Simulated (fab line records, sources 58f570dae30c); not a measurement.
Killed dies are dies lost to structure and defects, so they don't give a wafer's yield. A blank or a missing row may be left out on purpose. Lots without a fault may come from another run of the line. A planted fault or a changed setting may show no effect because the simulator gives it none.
Split-lot experiment | flow berkeley_cmos170 | 5 lots, 23 wafers read, on a route of 331 steps

THE SPLIT
At UCB170_NSD_STRIP_09 (strips in O2), the setting overash_fraction was moved away from the recipe's 0.5 on 5 of the 23 wafers read, by +11.7% to +29.4%. The other wafers ran this setting at the recipe's value.

The reading is taken at the split's own step.

THE READING
oes_product_au, in a.u., at UCB170_NSD_STRIP_09 (strips in O2). Fault-free wafers of this fab line usually give 0.534 a.u., standard deviation 0.0047 a.u..

wafer  | tool, chamber at the split | overash_fraction as run | against the recipe | oes_product_au, a.u. | against lot-mates on the recipe
L074.2 | plasma_asher-03, 0         | 0.6469                  | +29.4%             | 0.501                | -0.034
L074.3 | plasma_asher-03, 1         | 0.6469                  | +29.4%             | 0.504                | -0.031
L074.4 | plasma_asher-03, 0         | 0.5                     | recipe             | 0.538                | -
L074.5 | plasma_asher-03, 1         | 0.6469                  | +29.4%             | 0.507                | -0.028
L074.6 | plasma_asher-03, 0         | 0.5                     | recipe             | 0.532                | -
L076.1 | plasma_asher-03, 0         | 0.5                     | recipe             | 0.527                | -
L076.2 | plasma_asher-03, 1         | 0.5                     | recipe             | 0.541                | -
L076.3 | plasma_asher-03, 0         | 0.5                     | recipe             | 0.536                | -
L076.4 | plasma_asher-03, 1         | 0.5                     | recipe             | 0.540                | -
L076.6 | plasma_asher-03, 0         | 0.5                     | recipe             | 0.531                | -
L078.3 | plasma_asher-03, 1         | 0.5                     | recipe             | 0.536                | -
L078.4 | plasma_asher-03, 0         | 0.5                     | recipe             | 0.545                | -
L078.6 | plasma_asher-03, 0         | 0.5                     | recipe             | 0.533                | -
L080.1 | plasma_asher-02, 0         | 0.5584                  | +11.7%             | 0.533                | -0.002
L080.2 | plasma_asher-02, 1         | 0.5584                  | +11.7%             | 0.528                | -0.007
L080.4 | plasma_asher-02, 0         | 0.5                     | recipe             | 0.537                | -
L080.5 | plasma_asher-02, 0         | 0.5                     | recipe             | 0.535                | -
L080.6 | plasma_asher-02, 1         | 0.5                     | recipe             | 0.532                | -
L084.1 | plasma_asher-01, 1         | 0.5                     | recipe             | 0.534                | -
L084.2 | plasma_asher-01, 0         | 0.5                     | recipe             | 0.535                | -
L084.3 | plasma_asher-01, 0         | 0.5                     | recipe             | 0.532                | -
L084.5 | plasma_asher-01, 1         | 0.5                     | recipe             | 0.536                | -
L084.6 | plasma_asher-01, 0         | 0.5                     | recipe             | 0.531                | -

THE FIT
A straight line over all 23 wafers: oes_product_au changes by -0.00101 a.u. for each +1% of overash_fraction; r = -0.92; the points scatter about the line by 0.0046 a.u..
The same after taking each lot's own level away (the mean of its wafers on the recipe; 23 wafers): -0.00101 a.u. for each +1%; r = -0.92; scatter 0.0044 a.u..
On that fit, the largest move of overash_fraction shifts the reading by 0.03 a.u..
The lots' own levels span 0.5336 to 0.5380 a.u., that is 0.9 times the standard deviation above.
So the lot-to-lot level changes the slope little: the two slopes agree.
Check: with one of the wafers moved furthest among these (+29.4%) left out of the fit, the line predicts -0.027 a.u. for it against its lot-mates. It came out at -0.034 a.u. against them.
Tool readings at the split's step, against how far the setting was moved: oes_product_au r = -0.92.

OTHER SPLITS ON THESE WAFERS
These wafers also went through other splits before the reading. Each is held against what the fit with the lots' levels taken away leaves over:
other split on the same wafers | wafers away from the commonest value | r with oes_product_au (lot level and that fit taken away)
UCB170_GATE_COAT_07 spin_rpm   | 7                                    | -0.21
UCB170_PLDD_EXPOSE_03 dose_mj  | 5                                    | -0.22
UCB170_SPACER_ANNEAL_02 temp_c | 10                                   | +0.29
UCB170_PSD_EXPOSE_03 dose_mj   | 6                                    | +0.18

THE FILE'S OWN FIT
oes_product_au changes by -0.000976 a.u. for each +1% of overash_fraction, r = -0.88.
